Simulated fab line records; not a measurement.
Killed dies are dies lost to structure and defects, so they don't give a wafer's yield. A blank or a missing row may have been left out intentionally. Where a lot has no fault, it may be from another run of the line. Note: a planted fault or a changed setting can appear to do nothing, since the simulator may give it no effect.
Which tool is to blame? ; flow rit_cmos ; 12 lots, 36 wafers sampled, at 2 steps of a route of 202

== WHAT EACH GAUGE READ, for each wafer ==
Not one reading of a measure or inspect step in the record can be checked against a usual standard deviation.

== EACH LOT AND THE TOOL THAT RAN IT (in order: tool; ch and the chambers of the sampled wafers; start) ==
lot;RIT_SPACER_CLEAN_02;RIT_M1_PROBE_99
L862;wet_bench-04 ch 3, day 3 04:20;prober-01, day 3 17:18
L863;wet_bench-04 ch 0, day 3 09:55;prober-02, day 3 23:44
L864;wet_bench-04 ch 3, day 3 16:17;prober-01, day 4 05:31
L865;wet_bench-02 ch 0, day 3 21:32;prober-02, day 4 11:06
L866;wet_bench-03 ch 2, day 4 07:26;prober-01, day 4 20:57
L867;wet_bench-02 ch 3, day 4 12:40;prober-02, day 5 02:45
L868;wet_bench-04 ch 1, day 4 15:18;prober-01, day 5 05:27
L869;wet_bench-04 ch 2, day 4 19:11;prober-02, day 5 08:46
L870;wet_bench-02 ch 2, day 4 19:40;prober-01, day 5 11:01
L878;wet_bench-02 ch 0, day 6 08:34;prober-01, day 6 22:50
L879;wet_bench-02 ch 0, day 6 12:07;prober-02, day 7 01:34
L880;wet_bench-02 ch 2, day 6 23:31;prober-01, day 7 12:43
- RIT_SPACER_CLEAN_02: cleans in SC2, time 600 s.
- RIT_M1_PROBE_99

== AS READ BY THE TOOLS THEMSELVES (means over the sampled wafers that have a number; for cases with no such wafer, the mark the record gives instead) ==
RIT_M1_PROBE_99.
lot;tool;killed_at_contacts;killed_at_front_end;killed_dies;killed_open;killed_short
L862;prober-01;0.0;7.0;7.0;3.3;3.7
L863;prober-02;0.0;9.3;9.3;3.0;6.3
L864;prober-01;0.0;6.0;6.0;3.7;2.3
L865;prober-02;0.0;12.7;12.7;6.0;6.7
L866;prober-01;0.0;5.3;5.3;2.0;3.3
L867;prober-02;0.0;5.3;5.3;1.7;3.7
L868;prober-01;0.0;4.0;4.0;1.0;3.0
L869;prober-02;0.3;7.7;8.0;2.7;5.3
L870;prober-01;0.0;7.7;7.7;3.0;4.7
L878;prober-01;0.0;46.0;46.0;4.0;2.7
L879;prober-02;0.0;49.7;49.7;2.7;4.0
L880;prober-01;1.0;47.0;48.0;3.3;6.3

== THE ANSWER, worked out from the rows above alone ==
Rule: the usual values come from the lots themselves. The widest of any qualifying gaps counts: lots, ordered by their means at a reading, are off when they make up no more than a third of the lots, leave a main group of 4 or more, and stand apart from it by 3 or more times the standard deviation of that group's means. A main group is skipped when, at the precision printed for the reading in the tables above, its means are all equal. A lot without any number at a reading at which 4 lots or more have one is off too. The other lots that the step has rows for count as sound. Order of review: gauges by route order, followed by the tools' own readings, for which a lot's mean as printed above is used. The first step at which some lot is off is used, and at that step the reading that is off furthest; a lot without a number counts as furthest.
Off: L878, L879, L880 (RIT_M1_PROBE_99, killed_at_front_end). Main group: mean 7.2, sd 2.5.
If a tool, at that step or one of the process steps before it, ran each lot that is off and ran no sound lot following the first of them, it fits. One fits: wet_bench-02 at RIT_SPACER_CLEAN_02. Its last sound lot is L870 (day 4 19:40), its first lot that is off L878 (day 6 08:34): a fault that began between those two fits.

== WHAT THE SIMULATOR HAD INSERTED ==
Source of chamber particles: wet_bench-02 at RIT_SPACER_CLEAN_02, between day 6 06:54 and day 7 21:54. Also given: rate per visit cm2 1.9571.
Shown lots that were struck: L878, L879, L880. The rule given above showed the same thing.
